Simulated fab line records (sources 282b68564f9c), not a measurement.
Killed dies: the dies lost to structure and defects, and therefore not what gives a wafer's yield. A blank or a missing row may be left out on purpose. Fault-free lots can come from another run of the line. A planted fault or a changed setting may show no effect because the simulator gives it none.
Which of the tools did it? -- flow rit-cmos -- Sampling: 8 lots, 24 wafers, 2 of 202 route steps

WHAT THE GAUGES READ, wafer by wafer
RIT_PWELL_OVL_MEAS_06.
lot,measured,on,PWELL_OVL (nm)
L423,day 2 11:08,overlay-01,0.3 2.1 1.5
L426,day 2 19:41,overlay-01,0.0 -1.0 -2.1
L428,day 3 05:34,overlay-02,0.0 1.2 0.3
L431,day 3 23:34,overlay-01,-0.5 -1.5 0.3
L434,day 4 15:33,overlay-02,2.1 -0.3 1.9
L436,day 4 21:38,overlay-02,358.3 359.2 360.1
L438,day 5 09:49,overlay-02,362.8 362.3 362.2
L444,day 6 14:41,overlay-01,-1.5 0.2 0.0

WHICH TOOL RAN EACH LOT (tool, then ch and the chambers of the sampled wafers, then the start)
lot,RIT_PWELL_EXPOSE_03
L423,"iline-stepper-01 ch 0, day 2 10:42"
L426,"iline-stepper-02 ch 0, day 2 19:16"
L428,"iline-stepper-01 ch 0, day 3 05:08"
L431,"iline-stepper-01 ch 0, day 3 23:07"
L434,"iline-stepper-02 ch 0, day 4 15:07"
L436,"iline-stepper-02 ch 0, day 4 21:13"
L438,"iline-stepper-02 ch 0, day 5 09:23"
L444,"iline-stepper-01 ch 0, day 6 14:16"
- RIT_PWELL_EXPOSE_03: exposes mask M3, target cd 43700 nm.

THE ANSWER, worked out from the rows above alone
Rule: what is usual is taken from the lots themselves. Put in order of their means at a reading, lots are off if they are a third of the lots or fewer, leave a main group of 4 or more, and stand apart from it by a gap of 3 or more times the standard deviation of the main group's means; of several such gaps the widest counts. Not used: any main group whose means are identical at the precision the tables above print for the reading. A lot without any number at a reading at which 4 lots or more have one is off too. Any other lot the step has rows for is counted as sound.
Off: at RIT_PWELL_OVL_MEAS_06 (PWELL_OVL), L436, L438. The main group: mean 0.2 nm, standard deviation 0.9.
If a tool, at a process step before that reading, ran all the lots that are off and no sound lot after the first of them, it fits. Those tools and the gauges at RIT_PWELL_OVL_MEAS_06 are tried in the same way. Undecided on this evidence; 2 tools fit (iline-stepper-02 at RIT_PWELL_EXPOSE_03, overlay-02 at RIT_PWELL_OVL_MEAS_06).

WHAT THE SIMULATOR HAD PUT IN
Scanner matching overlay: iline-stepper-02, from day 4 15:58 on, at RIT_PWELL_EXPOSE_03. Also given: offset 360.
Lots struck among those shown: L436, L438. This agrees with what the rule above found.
